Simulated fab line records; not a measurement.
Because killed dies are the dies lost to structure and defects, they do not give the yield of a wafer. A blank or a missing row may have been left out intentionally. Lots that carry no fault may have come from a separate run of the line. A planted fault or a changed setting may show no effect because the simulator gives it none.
What tool caused it? -- flow rit-cmos -- 7 lots, 21 wafers sampled, at 2 steps of a route of 202

## WHAT EACH GAUGE READ, for each wafer
RIT_NWELL_TW_MEAS_10.
lot,measured,on,NWELL_TW
L910,day 2 05:11,film-metro-04,2156 2155 2166
L913,day 2 17:37,film-metro-01,2186 2175 2172
L915,day 3 04:20,film-metro-04,2121 2129 2125
L918,day 3 21:35,film-metro-01,2185 2178 2189
L921,day 4 10:59,film-metro-04,2155 2164 2151
L928,day 5 22:37,film-metro-02,2179 2166 2173
L930,day 6 08:04,film-metro-02,1980 1970 1966

## WHICH TOOL RAN EACH LOT (tool, then ch and the chambers of the sampled wafers, then the start)
lot,RIT_NWELL_IMPLANT_08
L910,"implanter-04 ch 0, day 2 04:52"
L913,"implanter-01 ch 0, day 2 17:19"
L915,"implanter-04 ch 0, day 3 04:02"
L918,"implanter-01 ch 0, day 3 21:15"
L921,"implanter-04 ch 0, day 4 10:40"
L928,"implanter-01 ch 0, day 5 22:17"
L930,"implanter-04 ch 0, day 6 07:44"
- RIT_NWELL_IMPLANT_08

## THE ANSWER, worked out from the rows above alone
Rule: the lots themselves supply what counts as usual. Put in order of their means at a reading, lots are off if they are a third of the lots or fewer, leave a main group of 4 or more, and stand apart from it by a gap of 3 or more times the standard deviation of the main group's means; of several such gaps the widest counts. Not used: any main group whose means are identical at the precision the tables above print for the reading. A lot without any number at a reading at which 4 lots or more have one is off too. Any other lot the step has rows for is counted as sound.
Off: L930, at RIT_NWELL_TW_MEAS_10 (NWELL_TW). The main group has a mean of 2162 with a standard deviation of 19.
A tool fits if, at a process step before that reading, it ran every lot that is off, and no sound lot after the first of them. Those tools and the gauges at RIT_NWELL_TW_MEAS_10 are tried in the same way. This does not decide it: 2 tools fit, namely implanter-04 at RIT_NWELL_IMPLANT_08 and film-metro-02 at RIT_NWELL_TW_MEAS_10.

## WHAT THE SIMULATOR HAD INSERTED
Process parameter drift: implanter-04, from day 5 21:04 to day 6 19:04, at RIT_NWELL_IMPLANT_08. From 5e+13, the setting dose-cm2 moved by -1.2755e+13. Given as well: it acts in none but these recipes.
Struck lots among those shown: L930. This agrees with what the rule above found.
